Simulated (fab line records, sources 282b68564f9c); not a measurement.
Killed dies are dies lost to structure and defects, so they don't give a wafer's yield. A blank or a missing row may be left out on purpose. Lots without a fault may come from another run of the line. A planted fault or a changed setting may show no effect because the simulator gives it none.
Which tool did it? | flow rit_cmos | 7 lots, 21 wafers sampled, at 2 steps of a route of 202

WHAT THE GAUGES READ, wafer by wafer
RIT_SPACER_THK_MEAS_04.
lot  | measured    | on            | SPACER_NITRIDE_THK (nm)
L117 | day 3 08:24 | film_metro-03 | 248.1 249.3 247.3
L119 | day 3 17:58 | film_metro-02 | 251.4 252.6 250.6
L122 | day 4 08:15 | film_metro-04 | 250.4 248.2 248.5
L124 | day 4 18:18 | film_metro-02 | 249.8 247.7 250.6
L128 | day 5 21:17 | film_metro-04 | 129.4 130.5 129.4
L131 | day 6 05:22 | film_metro-04 | 250.9 250.0 249.7
L138 | day 7 18:15 | film_metro-04 | 249.5 250.6 251.0

WHICH TOOL RAN EACH LOT (tool, then ch and the chambers of the sampled wafers, then the start)
lot  | RIT_SPACER_CVD_03
L117 | lpcvd-02 ch 0, day 3 06:28
L119 | lpcvd-02 ch 0, day 3 16:02
L122 | lpcvd-02 ch 1, day 4 06:19
L124 | lpcvd-01 ch 0, day 4 16:23
L128 | lpcvd-02 ch 1, day 5 19:22
L131 | lpcvd-01 ch 0, day 6 03:26
L138 | lpcvd-01 ch 0, day 7 16:20
- RIT_SPACER_CVD_03: deposits Si3N4 from SiH2Cl2/NH3, target thk 250 nm, time 3300 s.

THE ANSWER, worked out from the rows above alone
Rule: what is usual is taken from the lots themselves. Put in order of their means at a reading, lots are off if they are a third of the lots or fewer, leave a main group of 4 or more, and stand apart from it by a gap of 3 or more times the standard deviation of the main group's means; of several such gaps the widest counts. A main group whose means are all the same, to the digits that the tables above print for the reading, isn't used. A lot without any number at a reading at which 4 lots or more have one is off too. The other lots that the step has rows for count as sound.
Off: L128, at RIT_SPACER_THK_MEAS_04 (SPACER_NITRIDE_THK). The main group: mean 249.8 nm, standard deviation 1.1.
A tool fits if, at a process step before that reading, it ran every lot that is off, and no sound lot after the first of them. The gauges at RIT_SPACER_THK_MEAS_04 are tried like those tools. One fits: lpcvd-02 at RIT_SPACER_CVD_03. Its last sound lot is L122 (day 4 06:19), its first lot that is off L128 (day 5 19:22): a fault that began between those two fits.

WHAT THE SIMULATOR HAD PUT IN
Process parameter drift: lpcvd-02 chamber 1, from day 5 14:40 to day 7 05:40, at RIT_SPACER_CVD_03. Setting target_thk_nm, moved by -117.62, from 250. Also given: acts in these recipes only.
Lots struck among those shown: L128. The rule above found the same.
